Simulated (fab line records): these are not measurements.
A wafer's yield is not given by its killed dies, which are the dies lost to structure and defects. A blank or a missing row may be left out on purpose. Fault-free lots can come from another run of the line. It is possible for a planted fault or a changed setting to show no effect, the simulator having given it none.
One fault through the eyes of 2 desks	flow berkeleyCmos170	each desk holds nothing but its own numbers, with what lay behind them at the end

## DESK OF THE TOOL OWNER: implanter-03
The tool's own readings at UCB170_NWELL_IMPLANT_14: means of the sampled wafers that have a number, for each lot that ran on this tool. The brackets show how far a lot's mean lies from the usual mean; more than 4 standard deviations puts the lot out of limits, marked OUT.
Columns: A = doseIonsCm2 at UCB170_NWELL_IMPLANT_14, usual 1.0002e+13; B = faradayCurrentUA at UCB170_NWELL_IMPLANT_14, usual 31.7
lot	first seen here	A	B
L463	day 2 08:16	9.9993e+12	32.1
L467	day 3 02:22	1.0004e+13	31.9
L468	day 3 18:30	9.9840e+12	31.3
L471	day 4 08:08	1.0006e+13	31.4
L472	day 4 17:07	1.0021e+13	31.8
L474	day 5 03:22	1.0014e+13	32.0
L479	day 5 19:36	1.0016e+13	31.1
L481	day 6 10:04	1.4196e+13 (+99 or more) OUT	45.2 (+22) OUT
L482	day 6 18:32	1.4207e+13 (+99 or more) OUT	45.0 (+22) OUT
This desk finds L481, L482 out of limits, L481 being first, at day 6 10:04 (doseIonsCm2 at UCB170_NWELL_IMPLANT_14). L463, L467, L468, L471, L472, L474, L479 stayed within limits.

## THE METROLOGY DESK
Lot by lot, what the gauges showed, no matter which tool ran the lot: averages of those sampled wafers that carry a number. The brackets show how far a lot's mean lies from the usual mean; more than 4 standard deviations puts the lot out of limits, marked OUT.
Columns: A = NWELL_TW at UCB170_NWELL_TW_MEAS_16, usual 1263; B = cdNm at UCB170_V2_CD_MEAS_90, usual 700.3 nm
lot	first seen here	A	B
L463	day 2 08:29	1274	701.1
L464	day 2 19:00	1244	701.1
L466	day 3 02:31	1278	701.3
L467	day 3 02:35	1243	700.5
L468	day 3 18:45	1245	702.1
L469	day 4 00:05	1255	699.9
L471	day 4 08:25	1276	699.0
L472	day 4 17:45	1284	701.3
L473	day 4 17:47	1275	700.9
L474	day 5 03:36	1276	700.6
L476	day 5 09:23	1251	699.7
L479	day 5 19:49	1249	700.0
L481	day 6 10:18	1436 (+12) OUT	700.2
L482	day 6 18:46	1397 (+9.0) OUT	701.7
This desk's finding: out of limits on L481, L482; first on L481, day 6 10:18 (NWELL_TW at UCB170_NWELL_TW_MEAS_16). L463, L464, L466, L467, L468, L469, L471, L472, L473, L474, L476, L479 stayed within limits.

## ALL TOGETHER
The tool owner's desk could have raised an alarm at day 6 10:04, on L481, L482.
On L481, L482, the metrology desk was in a position to raise an alarm at day 6 10:18.
Of the lots named, all ran UCB170_NWELL_IMPLANT_14 on implanter-03.

## WHAT HAD BEEN PUT IN BY THE SIMULATOR
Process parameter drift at UCB170_NWELL_IMPLANT_14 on implanter-03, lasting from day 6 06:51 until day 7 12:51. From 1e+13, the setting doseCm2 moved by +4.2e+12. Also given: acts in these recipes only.
Shown lots that were struck: L481, L482.
Fault start to first reading out of limits, in hours, per desk: tool owner, 3; metrology, 3.
